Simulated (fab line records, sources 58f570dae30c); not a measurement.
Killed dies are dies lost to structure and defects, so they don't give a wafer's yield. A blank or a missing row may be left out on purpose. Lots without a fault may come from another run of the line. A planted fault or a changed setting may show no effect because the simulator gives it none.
Which tool did it? | flow berkeley_cmos170 | 7 lots, 21 wafers sampled, at 5 steps of a route of 331

WHAT THE GAUGES READ, wafer by wafer
UCB170_M3_CD_MEAS_90: target cd 700 nm.
lot  | measured     | on        | cd_nm (nm)
L312 | day 9 13:22  | cd_sem-02 | 706 700 705
L314 | day 10 18:50 | cd_sem-02 | 699 701 696
L317 | day 10 23:18 | cd_sem-02 | 699 696 698
L319 | day 11 07:50 | cd_sem-02 | 695 700 705
L323 | day 13 02:07 | cd_sem-02 | 675 677 679
L329 | day 13 14:32 | cd_sem-01 | 704 702 694
L332 | day 14 05:50 | cd_sem-01 | 699 704 703

WHICH TOOL RAN EACH LOT (tool, then ch and the chambers of the sampled wafers, then the start)
lot  | UCB170_M2_SPUTTER_01         | UCB170_M2_STRIP_07                   | UCB170_M3_METAL_ETCH_18           | UCB170_M3_STRIP_19
L312 | pvd_sputter-03, day 9 02:15  | plasma_asher-02 ch 0,1, day 9 03:04  | rie_metal-02 ch 0,1, day 9 13:04  | plasma_asher-01 ch 0,1, day 9 13:16
L314 | pvd_sputter-01, day 10 10:16 | plasma_asher-01 ch 0,1, day 10 11:01 | rie_metal-03 ch 0,1, day 10 18:35 | plasma_asher-03 ch 0,1, day 10 18:44
L317 | pvd_sputter-04, day 10 12:30 | plasma_asher-02 ch 0,1, day 10 13:40 | rie_metal-04 ch 0,1, day 10 23:02 | plasma_asher-01 ch 0,1, day 10 23:11
L319 | pvd_sputter-04, day 10 22:38 | plasma_asher-02 ch 0,1, day 10 23:34 | rie_metal-03 ch 0,1, day 11 07:32 | plasma_asher-01 ch 0,1, day 11 07:43
L323 | pvd_sputter-04, day 12 15:10 | plasma_asher-04 ch 0,1, day 12 15:52 | rie_metal-04 ch 0,1, day 13 01:49 | plasma_asher-01 ch 1, day 13 01:59
L329 | pvd_sputter-03, day 13 04:55 | plasma_asher-04 ch 1, day 13 06:10   | rie_metal-03 ch 0,1, day 13 14:16 | plasma_asher-01 ch 0,1, day 13 14:26
L332 | pvd_sputter-04, day 13 21:09 | plasma_asher-02 ch 0,1, day 13 22:08 | rie_metal-02 ch 0,1, day 14 05:35 | plasma_asher-01 ch 0,1, day 14 05:44
- UCB170_M2_SPUTTER_01: material Al, target thk 900 nm, time 120 s.
- UCB170_M2_STRIP_07: strips in O2.
- UCB170_M3_METAL_ETCH_18: etches Al in Cl2/BCl3, stops on SiO2, target depth 1170 nm, time 195 s.
- UCB170_M3_STRIP_19: strips in O2.

THE ANSWER, worked out from the rows above alone
Rule: what is usual is taken from the lots themselves. Put in order of their means at a reading, lots are off if they are a third of the lots or fewer, leave a main group of 4 or more, and stand apart from it by a gap of 3 or more times the standard deviation of the main group's means; of several such gaps the widest counts. A main group whose means are all the same, to the digits that the tables above print for the reading, isn't used. A lot without any number at a reading at which 4 lots or more have one is off too. The other lots that the step has rows for count as sound.
Off: L323, at UCB170_M3_CD_MEAS_90 (cd_nm). The main group: mean 700 nm, standard deviation 2.
A tool fits if, at a process step before that reading, it ran every lot that is off, and no sound lot after the first of them. The gauges at UCB170_M3_CD_MEAS_90 are tried like those tools. Can't be told from this: 2 tools fit, rie_metal-04 at UCB170_M3_METAL_ETCH_18, cd_sem-02 at UCB170_M3_CD_MEAS_90.

WHAT THE SIMULATOR HAD PUT IN
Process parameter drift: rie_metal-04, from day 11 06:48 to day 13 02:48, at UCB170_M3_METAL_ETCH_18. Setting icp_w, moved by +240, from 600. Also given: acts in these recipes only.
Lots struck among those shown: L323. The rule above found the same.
